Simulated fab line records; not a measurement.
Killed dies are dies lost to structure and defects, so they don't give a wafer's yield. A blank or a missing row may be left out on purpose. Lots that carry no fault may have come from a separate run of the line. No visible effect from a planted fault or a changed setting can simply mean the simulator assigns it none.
Struck lot and sound lot, side by side + flow rit-cmos + 44 steps out of a route of 202
Sound: the wafers L898.3, L898.4, L898.6. Wafers L910.1, L910.3, L910.5 were the ones struck. The cause is named last.
At each step with rows: each side's tool, then ch and its chambers, then its first start. Under that, the readings that differ: sound wafers + struck wafers + difference of the means + sigmas: that difference in standard deviations of wafers without a fault.
alike: same words and numbers on both sides, and readings whose means sit less than 2 such deviations apart. not compared: any withheld reading, any reading some wafer has no value for, any bound like >300 that may hide the same value, and any number with overlapping values for which the record gives no deviation.
Wherever a step has rows on one side only, a row that says differs or no value, or a row with sigmas, the two part there. Numbers that don't overlap but have no deviation are shown without sigmas and don't part them. A reading that every wafer of one side lacks parts them only if that side has two wafers or more.

first, 4 steps without rows for these wafers: RIT_PLDD_SOFTBAKE_02 (time 60 s); RIT_PLDD_EXPOSE_03 (exposes mask M8, target cd 40900 nm); RIT_PLDD_PEB_04; RIT_PLDD_DEVELOP_05 (develop time 50 s).
RIT_PLDD_OVL_MEAS_06:
  sound on overlay-01, day 4 11:09; struck on overlay-01, day 7 00:46
  alike: PLDD_OVL
then, 2 steps without rows for these wafers: RIT_PLDD_HARDBAKE_07 (time 60 s); RIT_PLDD_IMPLANT_08.
RIT_PLDD_STRIP_09: strips in O2, time 180 s.
  sound on plasma-asher-04 ch 0,1, day 4 11:49; struck on plasma-asher-04 ch 1, day 7 01:07
  alike: drypump-motor-current-A, rf-refl-power-W
  not compared: rf-hours-counter-h
RIT_PLDD_TW_MEAS_10:
  sound on film-metro-03, day 4 11:58; struck on film-metro-04, day 7 01:17
  alike: PLDD_TW
then, 3 steps without rows for these wafers: RIT_SPACER_CLEAN_00 (cleans in SC1, time 600 s); RIT_SPACER_CLEAN_01 (cleans in dHF, time 30 s); RIT_SPACER_CLEAN_02 (cleans in SC2, time 600 s).
RIT_SPACER_CVD_03: deposits Si3N4 from SiH2Cl2/NH3, target thk 250 nm, time 3300 s.
  sound on lpcvd-02 ch 1, day 4 12:23; struck on lpcvd-02 ch 0, day 7 01:43
| reading                                  | sound             | struck            | difference | sigmas      |
|------------------------------------------|-------------------|-------------------|------------|-------------|
| pressure-mtorr (mTorr)                   | 300.3 300.5 299.9 | 240.0 240.0 240.3 | -60.1      | -99 or more |
| model.Si3N4_of_SPACER_CVD_03.thk-nm (nm) | 251.2 249.9 251.6 | 234.2 236.5 235.7 | -15.4      |             |
  alike: spike-tc-centre-C
RIT_SPACER_THK_MEAS_04:
  sound on film-metro-03, day 4 14:19; struck on film-metro-02, day 7 03:38
| reading                 | sound             | struck            | difference | sigmas |
|-------------------------|-------------------|-------------------|------------|--------|
| SPACER_NITRIDE_THK (nm) | 251.4 250.0 251.5 | 234.2 236.4 235.9 | -15.5      | -8     |
RIT_SPACER_ETCHBACK_05: etches Si3N4 in SF6/CHF3, stops on SiO2, target depth 250 nm, time 240 s.
  sound on rie-diel-04 ch 0,2,3, day 4 14:22; struck on rie-diel-01 ch 2,3, day 7 03:41
| reading                     | sound             | struck            | difference | sigmas |
|-----------------------------|-------------------|-------------------|------------|--------|
| drypump-motor-current-A (A) | 6.0 6.7 5.7       | 5.3 5.2 5.2       | -0.9       | -2     |
| oes-product-au (a.u.)       | 0.838 0.857 0.848 | 0.782 0.806 0.805 | -0.050     | -5     |
| model.etch.depth-nm (nm)    | 251.2 249.9 251.6 | 234.2 236.5 235.7 | -15.4      |        |
  alike: throttle-valve-pct
  not compared: rf-hours-counter-h
then, 6 steps without rows for these wafers: RIT_NSD_HMDS_00 (prime time 60 s); RIT_NSD_COAT_01 (resist thk 1000 nm); RIT_NSD_SOFTBAKE_02 (time 60 s); RIT_NSD_EXPOSE_03 (exposes mask M9, target cd 40700 nm); RIT_NSD_PEB_04; RIT_NSD_DEVELOP_05 (develop time 50 s).
RIT_NSD_OVL_MEAS_06:
  sound on overlay-02, day 4 15:30; struck on overlay-01, day 7 04:49
  alike: NSD_OVL
then, 2 steps without rows for these wafers: RIT_NSD_HARDBAKE_07 (time 60 s); RIT_NSD_IMPLANT_08.
RIT_NSD_STRIP_09: strips in O2, time 180 s.
  sound on plasma-asher-01 ch 0,1, day 4 16:01; struck on plasma-asher-04 ch 0,1, day 7 05:11
  alike: drypump-motor-current-A, rf-refl-power-W
  not compared: rf-hours-counter-h
RIT_NSD_TW_MEAS_10:
  sound on film-metro-03, day 4 16:10; struck on film-metro-02, day 7 05:22
  alike: NSD_TW
then, 6 steps without rows for these wafers: RIT_PSD_HMDS_00 (prime time 60 s); RIT_PSD_COAT_01 (resist thk 1000 nm); RIT_PSD_SOFTBAKE_02 (time 60 s); RIT_PSD_EXPOSE_03 (exposes mask M10, target cd 40900 nm); RIT_PSD_PEB_04; RIT_PSD_DEVELOP_05 (develop time 50 s).
RIT_PSD_OVL_MEAS_06:
  sound on overlay-01, day 4 17:11; struck on overlay-01, day 7 06:16
  alike: PSD_OVL
then, 2 steps without rows for these wafers: RIT_PSD_HARDBAKE_07 (time 60 s); RIT_PSD_IMPLANT_08.
RIT_PSD_STRIP_09: strips in O2, time 180 s.
  sound on plasma-asher-01 ch 0,1, day 4 17:34; struck on plasma-asher-01 ch 0,1, day 7 06:36
  alike: drypump-motor-current-A, rf-refl-power-W
  not compared: rf-hours-counter-h
RIT_PSD_TW_MEAS_10:
  sound on film-metro-03, day 4 17:42; struck on film-metro-02, day 7 06:47
  alike: PSD_TW
then, 3 steps without rows for these wafers: RIT_SDANNEAL_CLEAN_00 (cleans in SC1, time 600 s); RIT_SDANNEAL_CLEAN_01 (cleans in dHF, time 30 s); RIT_SDANNEAL_CLEAN_02 (cleans in SC2, time 600 s).
RIT_SDANNEAL_RTA_03: time 5 s.
  sound on rtp-anneal-02 ch 0, day 4 18:08; struck on rtp-anneal-02 ch 0, day 7 07:13
  alike: wafer_temp_C_max
RIT_SDANNEAL_RS_MEAS_04: the measuring method here is four-point-probe.
  sound on film-metro-04, day 4 18:13; struck on film-metro-04, day 7 07:16
  alike: PSD_RS
RIT_SILICIDE_WET_ETCH_00: etches SiO2 in BOE, target depth 14 nm, time 15 s.
  sound on wet-bench-01 ch 1, day 4 18:39; struck on wet-bench-02 ch 0, day 7 07:45
| reading                                  | sound             | struck            | difference | sigmas |
|------------------------------------------|-------------------|-------------------|------------|--------|
| model.Si3N4_of_SPACER_CVD_03.thk-nm (nm) | 197.6 191.9 196.8 | 182.8 184.4 183.8 | -11.8      |        |
  alike: bath-heat-duty-pct
RIT_M1_PROBE_99:
  sound on prober-01, day 5 01:31; struck on prober-01, day 7 15:05
  alike: killed-at-front-end, killed-dies, killed-on-rim, killed-open, killed-short
  not compared: model.etest.pwell-pinched.rs-ohm-sq, model.etest.nwell-pinched.rs-ohm-sq, model.etest.diode-nplus-comb.cj-ff-um2

WHERE THEY PART
First at RIT_SPACER_CVD_03; last, within this record, at RIT_SPACER_ETCHBACK_05. Later steps at which nothing parts them and some readings are alike: RIT_NSD_OVL_MEAS_06, RIT_NSD_STRIP_09, RIT_NSD_TW_MEAS_10, RIT_PSD_OVL_MEAS_06, RIT_PSD_STRIP_09, RIT_PSD_TW_MEAS_10, RIT_SDANNEAL_RTA_03, RIT_SDANNEAL_RS_MEAS_04, RIT_SILICIDE_WET_ETCH_00, RIT_M1_PROBE_99.

WHY: what the simulator had put in
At RIT_SPACER_CVD_03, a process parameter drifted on lpcvd-02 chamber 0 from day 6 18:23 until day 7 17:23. Setting pressure-mtorr shifted by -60 from 300. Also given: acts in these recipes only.
